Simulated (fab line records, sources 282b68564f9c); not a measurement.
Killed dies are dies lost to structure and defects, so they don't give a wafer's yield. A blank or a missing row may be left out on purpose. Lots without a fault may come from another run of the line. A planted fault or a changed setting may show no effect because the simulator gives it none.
Which tool did it? | flow rit_cmos | 6 lots, 18 wafers sampled, at 2 steps of a route of 202

WHAT THE GAUGES READ, wafer by wafer
RIT_SILICIDE_RS_MEAS_02: measures by four-point-probe.
lot  | measured    | on            | SILICIDE_TI_RS (ohm/sq)
L499 | day 3 13:20 | film_metro-02 | 47.7 47.9 49.1
L501 | day 4 00:28 | film_metro-01 | 48.0 48.2 47.4
L504 | day 4 13:21 | film_metro-03 | 47.8 47.8 47.7
L514 | day 6 16:43 | film_metro-03 | 47.7 47.8 98.1
L517 | day 7 06:10 | film_metro-01 | 48.9 48.9 48.5
L519 | day 7 18:05 | film_metro-02 | 48.1 47.3 47.1

WHICH TOOL RAN EACH LOT (tool, then ch and the chambers of the sampled wafers, then the start)
lot  | RIT_SILICIDE_SPUTTER_01
L499 | pvd_sputter-01, day 3 13:08
L501 | pvd_sputter-01, day 4 00:19
L504 | pvd_sputter-04, day 4 13:12
L514 | pvd_sputter-04, day 6 16:33
L517 | pvd_sputter-01, day 7 05:58
L519 | pvd_sputter-01, day 7 17:55
- RIT_SILICIDE_SPUTTER_01: material Ti, target thk 30 nm, time 240 s.

THE ANSWER, worked out from the rows above alone
Rule: what is usual is taken from the lots themselves. Put in order of their means at a reading, lots are off if they are a third of the lots or fewer, leave a main group of 4 or more, and stand apart from it by a gap of 3 or more times the standard deviation of the main group's means; of several such gaps the widest counts. A main group whose means are all the same, to the digits that the tables above print for the reading, isn't used. A lot without any number at a reading at which 4 lots or more have one is off too. The other lots that the step has rows for count as sound.
Off: L514, at RIT_SILICIDE_RS_MEAS_02 (SILICIDE_TI_RS). The main group: mean 48.0 ohm/sq, standard deviation 0.44.
A tool fits if, at a process step before that reading, it ran every lot that is off, and no sound lot after the first of them. The gauges at RIT_SILICIDE_RS_MEAS_02 are tried like those tools. Can't be told from this: 2 tools fit, pvd_sputter-04 at RIT_SILICIDE_SPUTTER_01, film_metro-03 at RIT_SILICIDE_RS_MEAS_02.

WHAT THE SIMULATOR HAD PUT IN
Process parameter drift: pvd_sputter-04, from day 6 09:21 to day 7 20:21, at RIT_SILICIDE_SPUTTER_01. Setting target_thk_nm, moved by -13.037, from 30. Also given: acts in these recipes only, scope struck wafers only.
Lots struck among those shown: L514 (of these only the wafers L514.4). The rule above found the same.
